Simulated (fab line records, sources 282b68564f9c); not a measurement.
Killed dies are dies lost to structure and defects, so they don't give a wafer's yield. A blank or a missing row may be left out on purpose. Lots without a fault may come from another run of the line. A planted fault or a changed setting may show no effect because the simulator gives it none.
fab line records | flow rit_cmos
record lots=6 wafers=18 last_day=7
route steps=202 shown ACTIVE@1 FOX1@20 FOX2@23 M1@202
lots that met no fault: from a run of the same line without faults
start_h: hours from the record's first day to the start of the lot's first wafer shown | wait_h: hours since the lot's step before | " the same as in the row above | L1.1+2: a row that stands for several wafers | - no value, or no start given | * or withheld: withheld | < > ~ a bound
route shown NAME@n: a module of which the file shows steps, and the number in the route of the first | usual: mean/standard deviation of fault-free wafers | same: alike in all rows | chamber/n: place in a boat | sites: the reading at each site | _std_site: their standard deviation | _edge_site: outer sites' mean less inner sites' | radius_mm: how far each site lies from the wafer's centre | mask NAME#n: copy n | behind: the tool/chamber that last shaped the wafer | hold: why the lot was held/for how many hours/how that ended | device: the transistor (n, p or np) that didn't switch | end of line: the same wafers' tests at the end of the route | a step without rows: its recipe alone | killed: dies lost to structure and defects at the first sort, not the wafer's yield | map: a wafer's dies, x killed, . not, _ none there
set.NAME: the setting as run; set.NAME@STEP: as run at that earlier step | model.NAME: the simulator's own value behind a step, which no gauge read
lots at some steps of the route; a table a step, a row a wafer
services: from which hour (start_h, from the record's first day; less than 0 if before it) a tool's chamber was out of use, for how many hours, and why
## steps
# step RIT_ACTIVE_BOW_MEAS_00
# recipe mode=bow
# usual INCOMING_BOW=0/6
# columns lot.wafer tool chamber start_h wait_h INCOMING_BOW[um]
L395.2 film_metro-01 - 25.02 - 10
L395.4 " - " " -4
L395.5 " - " " -10
L402.3 film_metro-03 - 60.04 - 7
L402.5 " - " " -8
L402.6 " - " " -5
L403.1 film_metro-03 - 65.00 - -2
L403.2 " - " " 6
L403.6 " - " " -1
L406.2 film_metro-01 - 80.02 - 0
L406.4 " - " " 2
L406.5 " - " " 5
L407.1 film_metro-03 - 85.00 - -1
L407.5 " - " " 2
L407.6 " - " " -1
L411.1 film_metro-01 - 105.00 - 11
L411.3 " - " " -4
L411.4 " - " " 8
# step RIT_ACTIVE_OXIDATION_01
# recipe temp_c=1000 ambient=O2 target_thk_a=468 ox_time_s=3360
# columns lot.wafer tool chamber start_h wait_h model.SiO2_of_ACTIVE_OXIDATION_01.thk_nm
L395.2 furnace-03 0 26.56 1.5 44.51
L395.4 " 0 " " 45.05
L395.5 " 0 " " 45.58
L402.3 furnace-03 0 60.64 0.6 72.77
L402.5 " 0 " " 72.14
L402.6 " 0 " " 73.08
L403.1 furnace-03 0 65.12 0.1 72.89
L403.2 " 0 " " 72.17
L403.6 " 0 " " 72.95
L406.2 furnace-01 0 80.12 0.1 46.06
L406.4 " 0 " " 44.89
L406.5 " 0 " " 45.85
L407.1 furnace-04 0 85.29 0.3 48.48
L407.5 " 0 " " 48.26
L407.6 " 0 " " 47.68
L411.1 furnace-01 0 106.00 1.0 43.8
L411.3 " 0 " " 44.21
L411.4 " 0 " " 44.34
# step RIT_ACTIVE_THK_MEAS_02
# recipe reads=SiO2_of_ACTIVE_OXIDATION_01
# usual ACTIVE_OXIDE_THK=46.6/0.99
# columns lot.wafer tool chamber start_h wait_h ACTIVE_OXIDE_THK[nm]
L395.2 film_metro-01 - 28.50 0.0 44.5
L395.4 " - " " 45.1
L395.5 " - " " 45.6
L402.3 film_metro-03 - 62.59 0.0 72.8
L402.5 " - " " 72.2
L402.6 " - " " 73.0
L403.1 film_metro-01 - 67.06 0.0 72.8
L403.2 " - " " 72.2
L403.6 " - " " 72.9
L406.2 film_metro-03 - 82.06 0.0 46.1
L406.4 " - " " 44.9
L406.5 " - " " 45.9
L407.1 film_metro-01 - 87.23 0.0 48.4
L407.5 " - " " 48.2
L407.6 " - " " 47.7
L411.1 film_metro-03 - 107.93 0.0 43.8
L411.3 " - " " 44.2
L411.4 " - " " 44.4
# step RIT_ACTIVE_CVD_03
# recipe material=Si3N4 target_thk_nm=150 temp_c=810 precursor=SiH2Cl2/NH3 time_s=1500 pressure_mtorr=300 sih2cl2_flow_sccm=60 nh3_flow_sccm=150
# step RIT_ACTIVE_THK_MEAS_04
# recipe reads=Si3N4_of_ACTIVE_CVD_03
# usual ACTIVE_NITRIDE_THK=149.8/1.1
# columns lot.wafer tool chamber start_h wait_h ACTIVE_NITRIDE_THK[nm]
L395.2 film_metro-03 - 29.98 0.0 151.0
L395.4 " - " " 151.1
L395.5 " - " " 151.3
L402.3 film_metro-03 - 64.07 0.0 147.7
L402.5 " - " " 146.9
L402.6 " - " " 147.5
L403.1 film_metro-04 - 68.53 0.0 150.3
L403.2 " - " " 150.3
L403.6 " - " " 148.8
L406.2 film_metro-04 - 83.54 0.0 148.5
L406.4 " - " " 148.0
L406.5 " - " " 148.6
L407.1 film_metro-01 - 88.70 0.0 150.3
L407.5 " - " " 150.1
L407.6 " - " " 150.4
L411.1 film_metro-01 - 109.41 0.0 149.7
L411.3 " - " " 149.0
L411.4 " - " " 149.8
# step RIT_ACTIVE_HMDS_05
# recipe prime_time_s=60 prime_temp_c=140
# step RIT_ACTIVE_COAT_06
# recipe resist=NOVOLAK spin_rpm=3250 resist_thk_nm=1000
# step RIT_ACTIVE_SOFTBAKE_07
# recipe resist=NOVOLAK temp_c=90 time_s=60
# step RIT_ACTIVE_EXPOSE_08
# recipe mask_id=M1 na=0.6 source_shape=conventional sigma_outer=0.6 target_cd_nm=1400 dose_mj=225
# step RIT_ACTIVE_PEB_09
# recipe resist=NOVOLAK temp_c=withheld time_s=withheld
# step RIT_ACTIVE_DEVELOP_10
# recipe resist=NOVOLAK develop_time_s=50 dev_temp_c=23
# step RIT_ACTIVE_CD_MEAS_11
# recipe target_cd_nm=1400
# usual cd_nm=1400.3/2
# columns lot.wafer tool chamber start_h wait_h cd_nm
L395.2 cd_sem-01 - 31.02 - 1400.6
L395.4 " - " " 1400.7
L395.5 " - " " 1399.3
L402.3 cd_sem-01 - 65.00 - 1399.4
L402.5 " - " " 1397.7
L402.6 " - " " 1399.7
L403.1 cd_sem-01 - 69.57 - 1395.3
L403.2 " - " " 1396.3
L403.6 " - " " 1396.3
L406.2 cd_sem-01 - 84.58 - 1399.3
L406.4 " - " " 1399.1
L406.5 " - " " 1399.0
L407.1 cd_sem-02 - 89.87 - 1402.6
L407.5 " - " " 1399.8
L407.6 " - " " 1400.7
L411.1 cd_sem-01 - 110.44 - 1397.7
L411.3 " - " " 1397.6
L411.4 " - " " 1399.9
# step RIT_ACTIVE_HARDBAKE_12
# recipe resist=NOVOLAK temp_c=140 time_s=60
# step RIT_ACTIVE_ETCH_13
# recipe stop_on=SiO2 chemistry=SF6 target=Si3N4 time_s=210 over_etch_frac=0.4 SF6_flow_sccm=200 pressure_mtorr=260 rf_w=125 target_depth_a=2100
# usual drypump_motor_current_A=5.7/0.42 oes_product_au=0.824/0.01 throttle_valve_pct=7.52/0.12
# columns lot.wafer tool chamber start_h wait_h drypump_motor_current_A oes_product_au rf_hours_counter_h throttle_valve_pct
L395.2 rie_diel-02 3 31.27 0.1 5.8 0.828 114 7.38
L395.4 " 1 " " 5.5 0.834 60 7.50
L395.5 " 3 " " 5.8 0.829 - 7.38
L402.3 rie_diel-02 0 65.23 0.1 6.3 0.807 137 7.55
L402.5 " 1 " " 5.5 0.826 - 7.49
L402.6 " 3 " " 5.8 0.817 - 7.39
L403.1 rie_diel-04 1 69.84 0.1 5.1 0.836 127 7.28
L403.2 " 2 " " 6.2 0.826 109 7.61
L403.6 " 0 " " 5.7 0.813 - 7.58
L406.2 rie_diel-04 0 84.83 0.1 5.7 0.823 24 7.59
L406.4 " 3 " " 5.8 0.806 0 7.54
L406.5 " 0 " " 5.7 0.817 - 7.59
L407.1 rie_diel-01 0 90.14 0.1 6.1 0.817 23 7.54
L407.5 " 0 " " 6.1 0.821 - 7.56
L407.6 " 1 " " 5.0 0.841 - 7.45
L411.1 rie_diel-01 2 110.84 0.1 6.5 0.807 26 7.41
L411.3 " 3 " " 5.8 0.833 9 7.62
L411.4 " 0 " " 6.1 0.818 24 7.55
# step RIT_ACTIVE_STRIP_14
# recipe chemistry=O2 time_s=180 resist=NOVOLAK platen_temp_c=withheld power_w=500 pressure_mtorr=4000 o2_flow_sccm=4000
# usual drypump_motor_current_A=5.8/0.46 o2_flow_sccm=4001/14 rf_refl_power_W=6.5/1.2
# columns lot.wafer tool chamber start_h wait_h drypump_motor_current_A o2_flow_sccm rf_hours_counter_h rf_refl_power_W
L395.2 plasma_asher-02 1 31.41 0.1 5.9 4029 39 8.7
L395.4 " 1 " " 5.9 4014 - 8.5
L395.5 " 1 " " 5.9 4022 - 8.6
L402.3 plasma_asher-01 0 65.42 0.1 5.1 4006 - 6.9
L402.5 " 0 " " 5.1 3994 - 6.8
L402.6 " 1 " " 6.3 3998 - 5.7
L403.1 plasma_asher-01 0 69.97 0.1 5.1 3984 44 6.9
L403.2 " 1 " " 6.2 4007 44 5.7
L403.6 " 1 " " 6.3 3966 - 5.8
L406.2 plasma_asher-01 1 84.97 0.1 6.2 3984 45 5.8
L406.4 " 1 " " 6.3 4001 - 6.0
L406.5 " 0 " " 5.1 3984 - 6.8
L407.1 plasma_asher-03 1 90.28 0.1 5.8 4000 30 4.6
L407.5 " 0 " " 5.9 3992 - 7.3
L407.6 " 1 " " 5.8 3993 - 4.9
L411.1 plasma_asher-01 0 110.97 0.1 5.1 4013 48 6.8
L411.3 " 1 " " 6.3 3988 - 6.0
L411.4 " 0 " " 5.1 4013 - 6.7
# step RIT_ACTIVE_CD_MEAS_90
# recipe target_cd_nm=1400
# usual cd_nm=1400.3/2
# columns lot.wafer tool chamber start_h wait_h cd_nm
L395.2 cd_sem-02 - 31.60 0.1 1400.7
L395.4 " - " " 1400.7
L395.5 " - " " 1399.0
L402.3 cd_sem-01 - 65.58 0.1 1399.8
L402.5 " - " " 1397.4
L402.6 " - " " 1399.8
L403.1 cd_sem-01 - 70.15 0.1 1395.4
L403.2 " - " " 1396.4
L403.6 " - " " 1396.6
L406.2 cd_sem-01 - 85.16 0.1 1399.5
L406.4 " - " " 1399.5
L406.5 " - " " 1398.9
L407.1 cd_sem-01 - 90.45 0.1 1402.8
L407.5 " - " " 1399.8
L407.6 " - " " 1401.0
L411.1 cd_sem-01 - 111.15 0.1 1398.0
L411.3 " - " " 1397.2
L411.4 " - " " 1400.2
# step RIT_ACTIVE_CLEAN_15
# recipe chemistry=SC1 mix=3:3:50 time_s=600 temp_c=75
# step RIT_ACTIVE_CLEAN_16
# recipe chemistry=dHF dilution=50:1 time_s=30
# step RIT_ACTIVE_CLEAN_17
# recipe chemistry=SC2 mix=3:3:50 time_s=600 temp_c=75 dry=n2_spin
# step RIT_FOX1_OXIDATION_00
# recipe temp_c=1100 ambient=H2O target_thk_a=3507 p_h2o_torr=720 ox_time_s=1130
# step RIT_FOX1_THK_MEAS_01
# recipe reads=SiO2_of_FOX1_OXIDATION_00
# usual FOX1_OXIDE_THK=350/5.7
# columns lot.wafer tool chamber start_h wait_h FOX1_OXIDE_THK[nm]
L395.2 film_metro-02 - 33.73 0.0 357
L395.4 " - " " 354
L395.5 " - " " 355
L402.3 film_metro-04 - 67.38 0.0 343
L402.5 " - " " 345
L402.6 " - " " 348
L403.1 film_metro-04 - 73.37 0.0 344
L403.2 " - " " 343
L403.6 " - " " 341
L406.2 film_metro-02 - 88.55 0.0 353
L406.4 " - " " 351
L406.5 " - " " 354
L407.1 film_metro-02 - 92.25 0.0 343
L407.5 " - " " 351
L407.6 " - " " 348
L411.1 film_metro-02 - 112.97 0.0 349
L411.3 " - " " 350
L411.4 " - " " 345
# step RIT_FOX1_WET_ETCH_02
# recipe chemistry=BOE target_depth_nm=350 time_s=390 temp_c=21.5 dry=n2_spin dilution=10:1 target=SiO2
# step RIT_FOX2_OXIDATION_00
# recipe temp_c=1100 ambient=H2O target_thk_a=3507 p_h2o_torr=720 ox_time_s=1130
# step RIT_FOX2_THK_MEAS_01
# recipe reads=SiO2_of_FOX2_OXIDATION_00
# usual FOX2_OXIDE_THK=351/7.1
# columns lot.wafer tool chamber start_h wait_h FOX2_OXIDE_THK[nm]
L395.2 film_metro-03 - 35.22 0.0 356
L395.4 " - " " 361
L395.5 " - " " 365
L402.3 film_metro-02 - 69.92 0.0 353
L402.5 " - " " 350
L402.6 " - " " 348
L403.1 film_metro-01 - 74.86 0.0 346
L403.2 " - " " 349
L403.6 " - " " 349
L406.2 film_metro-02 - 90.47 0.0 347
L406.4 " - " " 345
L406.5 " - " " 343
L407.1 film_metro-03 - 93.74 0.0 345
L407.5 " - " " 346
L407.6 " - " " 339
L411.1 film_metro-02 - 114.46 0.0 350
L411.3 " - " " 359
L411.4 " - " " 355
# step RIT_FOX2_CLEAN_02
# recipe chemistry=dHF dilution=50:1 time_s=180
# step RIT_FOX2_WET_ETCH_03
# recipe chemistry=H3PO4 target=Si3N4 target_depth_nm=195 temp_c=165 time_s=2700
# usual bath_guard_temp_C=164.8/0.34 temp_c=165.00/0.17
# columns lot.wafer tool chamber start_h wait_h bath_guard_temp_C temp_c model.SiO2_of_ACTIVE_OXIDATION_01.thk_nm
L395.2 wet_bench-04 2 35.33 0.0 164.6 164.87 38.69
L395.4 " 2 " " 164.9 164.78 39.93
L395.5 " 2 " " 164.2 164.93 39.64
L402.3 wet_bench-04 1 70.03 0.0 165.2 165.07 64.51
L402.5 " 1 " " 165.3 165.09 63.94
L402.6 " 1 " " 165.2 165.05 64.04
L403.1 wet_bench-01 2 74.98 0.0 164.9 164.80 64.9
L403.2 " 2 " " 165.2 164.89 62.57
L403.6 " 2 " " 165.1 164.90 63.43
L406.2 wet_bench-01 1 90.58 0.0 164.8 165.26 39.4
L406.4 " 1 " " 165.4 164.95 40
L406.5 " 1 " " 164.5 165.03 39.24
L407.1 wet_bench-01 2 93.86 0.0 164.8 164.98 43.15
L407.5 " 2 " " 164.8 164.91 42.93
L407.6 " 2 " " 164.9 165.16 42.44
L411.1 wet_bench-01 3 114.57 0.0 164.7 165.06 38.95
L411.3 " 3 " " 165.0 165.10 39.33
L411.4 " 3 " " 164.6 165.01 39.4
# step RIT_FOX2_THK_MEAS_90
# recipe reads=SiO2_of_FOX2_OXIDATION_00
# usual FIELD_OXIDE_LEFT_1_THK=323/7.1
# columns lot.wafer tool chamber start_h wait_h FIELD_OXIDE_LEFT_1_THK[nm]
L395.2 film_metro-01 - 36.10 0.0 328
L395.4 " - " " 334
L395.5 " - " " 337
L402.3 film_metro-02 - 70.80 0.0 325
L402.5 " - " " 322
L402.6 " - " " 321
L403.1 film_metro-03 - 75.81 0.0 319
L403.2 " - " " 322
L403.6 " - " " 322
L406.2 film_metro-01 - 91.41 0.0 320
L406.4 " - " " 317
L406.5 " - " " 316
L407.1 film_metro-01 - 94.69 0.0 319
L407.5 " - " " 319
L407.6 " - " " 312
L411.1 film_metro-03 - 115.40 0.0 323
L411.3 " - " " 332
L411.4 " - " " 328
# step RIT_M1_PROBE_99
# usual killed_at_contacts=0.1/0.24 killed_at_front_end=7/3.2 killed_dies=7/3.2 killed_open=3.6/2.1 killed_short=3.5/2
# same gross_dies=264 killed_at_M0_to_M3=0 killed_at_M4_up=0 killed_at_back_side=0 killed_at_other=0
# columns lot.wafer tool chamber start_h wait_h killed_at_contacts killed_at_front_end killed_dies killed_open killed_short model.etest.nldd.width_nm model.etest.pldd.width_nm model.etest.nmos_0p3.r_on_ohm_um model.etest.nplus_sal.width_nm model.etest.pplus_sal.width_nm model.etest.nmos_narrow.drive_ua_um model.etest.pmos_narrow.drive_ua_um model.etest.nmos_0p15.drive_ua_um
L395.2 prober-01 - 74.21 0.1 0 12 12 6 6 3194 3192 2214 3468 3447 226.9 100.1 452.4
L395.4 prober-01 - 74.31 0.2 0 4 4 4 0 3184 3173 2215 3452 3441 223.3 98.52 447.8
L395.5 prober-01 - 74.36 0.2 0 6 6 3 3 3160 3151 2194 3427 3405 216.9 97.98 441.5
L402.3 prober-02 - 111.38 0.2 0 6 6 3 3 2783 2761 2380 3338 3320 126.3 61.82 424.8
L402.5 prober-02 - 111.48 0.2 0 8 8 4 4 2777 2803 2325 3309 3308 130.4 64.86 434.7
L402.6 prober-02 - 111.53 0.2 0 9 9 1 8 2758 2755 2373 3312 3321 120.7 59.42 419.3
L403.1 prober-01 - 112.94 0.1 0 6 6 1 5 2797 2799 2306 3299 3307 136 66.42 442.3
L403.2 prober-01 - 112.99 0.1 0 9 9 4 5 2816 2795 2341 3318 3315 133.9 66.46 438.7
L403.6 prober-01 - 113.19 0.2 1 10 11 5 6 2791 2788 2311 3315 3316 132.9 64.2 435.2
L406.2 prober-02 - 131.83 0.1 0 11 11 6 5 3184 3198 2163 3448 3442 228 103.3 482.4
L406.4 prober-02 - 131.93 0.2 0 5 5 4 1 3191 3190 2151 3446 3446 228.6 104.3 476.6
L406.5 prober-02 - 131.98 0.2 0 6 6 2 4 3190 3203 2165 3456 3459 228.9 105.2 486.1
L407.1 prober-01 - 133.79 0.1 0 4 4 1 3 3179 3176 2243 3452 3450 213.7 96.88 460.1
L407.5 prober-01 - 133.99 0.2 0 11 11 8 3 3155 3177 2238 3456 3444 214.4 97.55 460.1
L407.6 prober-01 - 134.04 0.2 0 12 12 4 8 3184 3168 2199 3454 3454 217.8 99.93 454.5
L411.1 prober-01 - 155.88 0.1 0 8 8 5 3 3211 3210 2113 3466 3472 239.8 109.2 489.1
L411.3 prober-01 - 155.98 0.2 0 6 6 3 3 3182 3200 2092 3433 3437 238.2 109.6 492.8
L411.4 prober-01 - 156.03 0.2 0 7 7 3 4 3202 3196 2094 3440 3455 234.8 107.8 495.9
# killed by level:class
L395.2 GATE:geometric_particle:open=3 GATE:geometric_particle:short=2 FOX1:geometric_particle:short=1 FOX2:geometric_particle:open=1 FOX2:geometric_particle:short=1 REOX:geometric_particle:open=1 SPACER:geometric_particle:short=1 SPACER:geometric_particle:open=1
L395.4 FOX1:geometric_particle:open=1 GATE:geometric_particle:open=1 REOX:geometric_particle:open=1 SILICIDE:geometric_particle:open=1
L395.5 GATE:geometric_particle:open=2 FOX2:geometric_particle:short=1 GATE:geometric_particle:short=1 REOX:geometric_particle:short=1 SPACER:geometric_particle:open=1
L402.3 SILICIDE:geometric_particle:open=2 FOX2:geometric_particle:short=1 GATE:geometric_particle:open=1 GATE:geometric_particle:short=1 SILICIDE:geometric_particle:short=1
L402.5 GATE:geometric_particle:open=4 GATE:geometric_particle:short=2 FOX1:geometric_particle:short=1 FOX2:geometric_particle:short=1
L402.6 GATE:geometric_particle:short=3 SPACER:geometric_particle:short=2 FOX1:geometric_particle:short=1 GATE:geometric_particle:open=1 REOX:geometric_particle:short=1 SILICIDE:geometric_particle:short=1
L403.1 SPACER:geometric_particle:short=3 GATE:geometric_particle:short=2 GATE:geometric_particle:open=1
L403.2 GATE:geometric_particle:short=2 REOX:geometric_particle:open=2 SPACER:geometric_particle:open=2 REOX:geometric_particle:short=1 SPACER:geometric_particle:short=1 SILICIDE:geometric_particle:short=1
L403.6 GATE:geometric_particle:short=3 GATE:geometric_particle:open=2 SILICIDE:geometric_particle:open=2 FOX2:geometric_particle:short=1 SPACER:geometric_particle:short=1 SPACER:geometric_particle:open=1 CONTACT:geometric_particle:short=1
L406.2 GATE:geometric_particle:short=3 GATE:geometric_particle:open=2 REOX:geometric_particle:open=2 ACTIVE:geometric_particle:short=1 FOX2:geometric_particle:open=1 REOX:geometric_particle:short=1 SILICIDE:geometric_particle:open=1
L406.4 SPACER:geometric_particle:open=2 FOX1:geometric_particle:open=1 REOX:geometric_particle:open=1 SPACER:geometric_particle:short=1
L406.5 GATE:geometric_particle:short=2 FOX1:geometric_particle:open=1 FOX2:geometric_particle:short=1 GATE:geometric_particle:open=1 SPACER:geometric_particle:short=1
L407.1 SPACER:geometric_particle:short=2 FOX2:geometric_particle:short=1 SPACER:geometric_particle:open=1
L407.5 FOX2:geometric_particle:open=4 GATE:geometric_particle:open=3 FOX1:geometric_particle:short=1 FOX2:geometric_particle:short=1 GATE:geometric_particle:short=1 SILICIDE:geometric_particle:open=1
L407.6 GATE:geometric_particle:open=4 SILICIDE:geometric_particle:short=3 FOX2:geometric_particle:short=2 FOX1:geometric_particle:short=1 GATE:geometric_particle:short=1 REOX:geometric_particle:short=1
L411.1 GATE:geometric_particle:open=3 FOX1:geometric_particle:open=1 GATE:geometric_particle:short=1 REOX:geometric_particle:open=1 REOX:geometric_particle:short=1 SILICIDE:geometric_particle:short=1
L411.3 GATE:geometric_particle:open=3 GATE:geometric_particle:short=2 REOX:geometric_particle:short=1
L411.4 GATE:geometric_particle:short=4 FOX1:geometric_particle:open=1 FOX2:geometric_particle:open=1 GATE:geometric_particle:open=1
## services
# columns tool chamber start_h hours kind
furnace-01 - 22.12 3.6 pm
plasma_asher-03 - 27.07 0.7 repair
furnace-04 - 28.30 3.6 pm
plasma_asher-02 - 33.44 0.7 repair
rie_diel-04 2 55.60 5.4 repair
rie_diel-02 2 58.13 - clean
rie_diel-02 2 58.13 14.6 scheduled_down
rie_diel-02 2 58.13 14.6 vent_cycle
rie_diel-04 3 62.73 - clean
rie_diel-04 3 62.73 14.3 scheduled_down
rie_diel-04 3 62.73 14.3 vent_cycle
rie_diel-02 1 107.61 3.9 repair
plasma_asher-03 - 109.64 4.5 repair
## key
first_sign step=RIT_ACTIVE_THK_MEAS_02 reading=ACTIVE_OXIDE_THK direction=up sigmas=26 usual=46.6 struck=72.7
effect none on later readings
model_effect step=RIT_ACTIVE_OXIDATION_01 value=SiO2_of_ACTIVE_OXIDATION_01.thk_nm without=47.69 struck=72.67
model_effect step=RIT_FOX2_WET_ETCH_03 value=SiO2_of_ACTIVE_OXIDATION_01.thk_nm without=41.7 struck=63.9
model_effect step=RIT_M1_PROBE_99 value=etest.nldd.width_nm without=3175 struck=2787
met_at RIT_ACTIVE_OXIDATION_01
struck_wafers L402.3,L402.5,L402.6,L403.1,L403.2,L403.6
tester_left_out L402,L403
onset_between 26.56 60.64
fault kind=process_parameter_drift tool=furnace-03 chamber=- onset_h=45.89 steps=RIT_ACTIVE_OXIDATION_01 channel=ox_time_s offset=* shape=step end_h=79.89 acts_in=* stated=*
# tester_left_out: of these lots the tester's yield and bins aren't shown, on N5 and GAA mostly nor the transistor test; their killed dies are dies lost to structure and defects alone, not to doping, threshold or leakage, so they don't give the yield
